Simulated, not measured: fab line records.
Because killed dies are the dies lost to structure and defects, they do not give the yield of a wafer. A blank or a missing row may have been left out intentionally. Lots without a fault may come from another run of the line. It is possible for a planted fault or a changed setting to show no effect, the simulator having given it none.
The tool behind it: which one?    flow ritCmos    Sampling: 13 lots, 39 wafers, 5 of 202 route steps

## WHAT EACH GAUGE READ, for each wafer
RIT_ACTIVE_CD_MEAS_11 targets a cd of 1400 nm. Usual: cdNm at 1399.9 nm, with a standard deviation of 2.4.
lot   measured     on        cdNm (nm)             flag
L860  day 1 15:52  cdSem-02  1396.9 1399.8 1399.5  
L862  day 2 00:54  cdSem-02  1401.5 1403.9 1402.7  
L863  day 2 06:30  cdSem-02  1399.2 1397.8 1397.6  
L865  day 2 15:43  cdSem-02  1399.3 1398.8 1401.0  
L869  day 3 15:59  cdSem-01  1344.7 1370.7 1377.6  OFF
L870  day 3 19:01  cdSem-02  1400.3 1400.9 1399.3  
L872  day 4 03:53  cdSem-02  1397.3 1394.1 1394.0  
L874  day 4 13:43  cdSem-01  1401.9 1403.9 1400.1  
L879  day 5 14:12  cdSem-02  1400.5 1401.0 1401.5  
L880  day 5 18:41  cdSem-01  1401.2 1400.2 1402.1  
L881  day 6 01:03  cdSem-02  1399.3 1399.9 1400.2  
L882  day 6 05:49  cdSem-02  1402.3 1402.3 1403.4  
L883  day 6 09:26  cdSem-02  1402.1 1404.9 1403.8  

RIT_GATE_THK_MEAS_07. Usual: for GATE_OXIDE_THK the level is 3.00 nm and the standard deviation is 0.061.
lot   measured     on            GATE_OXIDE_THK (nm)  flag
L860  day 2 12:17  filmMetro-02  2.97 3.00 3.06       
L862  day 2 21:05  filmMetro-01  3.04 3.00 3.00       
L863  day 3 01:48  filmMetro-02  3.06 3.02 3.09       
L865  day 3 12:07  filmMetro-02  2.98 3.00 2.94       
L869  day 4 13:44  filmMetro-03  2.99 2.97 2.98       
L870  day 4 18:17  filmMetro-01  3.11 3.17 3.12       
L872  day 5 00:23  filmMetro-01  3.06 3.00 2.99       
L874  day 5 13:58  filmMetro-01  2.98 2.96 2.93       
L879  day 6 10:53  filmMetro-03  2.98 2.98 2.99       
L880  day 6 18:08  filmMetro-03  3.00 3.02 2.99       
L881  day 6 21:58  filmMetro-02  2.86 2.90 2.92       
L882  day 7 01:50  filmMetro-01  3.02 3.01 3.07       
L883  day 7 08:51  filmMetro-02  3.07 3.00 3.05       

RIT_GATE_OVL_MEAS_17. Usual: for GATE_OVL the level is -0.3 nm and the standard deviation is 1.2.
lot   measured     on          GATE_OVL (nm)   flag
L860  day 2 15:07  overlay-02  -0.7 -0.3 -1.2  
L862  day 3 00:32  overlay-02  -1.2 -2.0 -0.6  
L863  day 3 04:34  overlay-02  0.1 1.5 0.1     
L865  day 3 17:43  overlay-02  -1.2 -1.6 0.7   
L869  day 4 16:26  overlay-02  1.5 1.6 2.1     
L870  day 4 21:56  overlay-01  -0.5 1.6 -0.5   
L872  day 5 03:53  overlay-01  3.2 2.6 2.4     
L874  day 5 16:47  overlay-01  -0.2 -0.6 -1.2  
L879  day 6 13:35  overlay-01  -0.6 -0.4 -1.0  
L880  day 6 20:50  overlay-02  -2.3 -2.0 -1.5  
L881  day 7 01:29  overlay-01  -2.6 0.7 0.3    
L882  day 7 04:41  overlay-01  -1.1 -0.7 0.3   
L883  day 7 12:16  overlay-01  1.4 2.5 1.2     

## WHAT TOOL EACH LOT RAN ON (gives the tool, then ch and the chambers of the sampled wafers, and finally the start)
lot   RIT_ACTIVE_EXPOSE_08               RIT_NWELL_STRIP_09
L860  ilineStepper-01 ch 0, day 1 15:28  plasmaAsher-04 ch 0,1, day 1 22:52
L862  ilineStepper-01 ch 0, day 2 00:30  plasmaAsher-02 ch 0,1, day 2 08:18
L863  ilineStepper-02 ch 0, day 2 06:06  plasmaAsher-02 ch 0,1, day 2 12:47
L865  ilineStepper-02 ch 0, day 2 15:19  plasmaAsher-04 ch 0,1, day 2 23:44
L869  ilineStepper-01 ch 0, day 3 15:35  plasmaAsher-04 ch 0,1, day 3 22:31
L870  ilineStepper-02 ch 0, day 3 18:37  plasmaAsher-04 ch 0,1, day 4 01:51
L872  ilineStepper-02 ch 0, day 4 03:29  plasmaAsher-01 ch 0,1, day 4 10:25
L874  ilineStepper-02 ch 0, day 4 13:19  plasmaAsher-04 ch 0,1, day 5 00:28
L879  ilineStepper-02 ch 0, day 5 13:48  plasmaAsher-01 ch 0,1, day 5 20:19
L880  ilineStepper-02 ch 0, day 5 18:17  plasmaAsher-01 ch 0,1, day 6 03:46
L881  ilineStepper-01 ch 0, day 6 00:39  plasmaAsher-01 ch 0,1, day 6 08:31
L882  ilineStepper-01 ch 0, day 6 05:25  plasmaAsher-01 ch 1, day 6 12:52
L883  ilineStepper-01 ch 0, day 6 09:02  plasmaAsher-02 ch 0,1, day 6 17:49
- RIT_ACTIVE_EXPOSE_08: exposes mask M1, target cd 1400 nm.
- RIT_NWELL_STRIP_09: strips in O2, time 180 s.

## AS READ BY THE TOOLS THEMSELVES (means over the sampled wafers that have a number; for cases with no such wafer, the mark the record gives instead)
RIT_ACTIVE_EXPOSE_08. Usual: exposureDoseMJCm2 224.99, standard deviation 0.23; reticleTempC 22.99 C, standard deviation 0.12.
lot   tool             exposureDoseMJCm2  reticleTempC (C)  flag
L860  ilineStepper-01  224.97             22.98             
L862  ilineStepper-01  224.64             23.06             
L863  ilineStepper-02  224.66             22.98             
L865  ilineStepper-02  225.15             22.93             
L869  ilineStepper-01  219.52             23.02             OFF
L870  ilineStepper-02  225.17             22.91             
L872  ilineStepper-02  225.17             23.09             
L874  ilineStepper-02  224.94             23.10             
L879  ilineStepper-02  224.90             23.05             
L880  ilineStepper-02  224.96             22.96             
L881  ilineStepper-01  224.71             22.79             
L882  ilineStepper-01  225.10             22.99             
L883  ilineStepper-01  225.44             23.06             

RIT_NWELL_STRIP_09. Usual: drypumpMotorCurrentA at 5.9 A, with a standard deviation of 0.48.
lot   tool            drypumpMotorCurrentA (A)  flag
L860  plasmaAsher-04  5.9                       
L862  plasmaAsher-02  5.9                       
L863  plasmaAsher-02  5.8                       
L865  plasmaAsher-04  6.1                       
L869  plasmaAsher-04  6.1                       
L870  plasmaAsher-04  6.1                       
L872  plasmaAsher-01  5.5                       
L874  plasmaAsher-04  5.9                       
L879  plasmaAsher-01  6.0                       
L880  plasmaAsher-01  5.5                       
L881  plasmaAsher-01  6.0                       
L882  plasmaAsher-01  6.6                       
L883  plasmaAsher-02  5.9                       

## THE ANSWER, worked out from the rows above alone
Rule: a lot is off if the mean of its wafers that have a number lies more than 3 standard deviations from the usual mean. Also off: a lot with no number at a reading for which 4 or more lots have one. The other lots that the step has rows for count as sound. Order of review: gauges by route order, followed by the tools' own readings, for which a lot's mean as printed above is used. At the first step where some lot is off, the reading lying furthest off is the one used; lots without a number count as furthest.
Off: L869, at RIT_ACTIVE_CD_MEAS_11 (cdNm).
If a tool, at a process step before that reading, ran all the lots that are off and no sound lot after the first of them, it fits. The gauges at RIT_ACTIVE_CD_MEAS_11 aren't tried: what is off there is off at RIT_ACTIVE_EXPOSE_08 too, on other tools, and a gauge's error can't cause that. None of those tried fits.

## WHAT THE SIMULATOR PUT IN
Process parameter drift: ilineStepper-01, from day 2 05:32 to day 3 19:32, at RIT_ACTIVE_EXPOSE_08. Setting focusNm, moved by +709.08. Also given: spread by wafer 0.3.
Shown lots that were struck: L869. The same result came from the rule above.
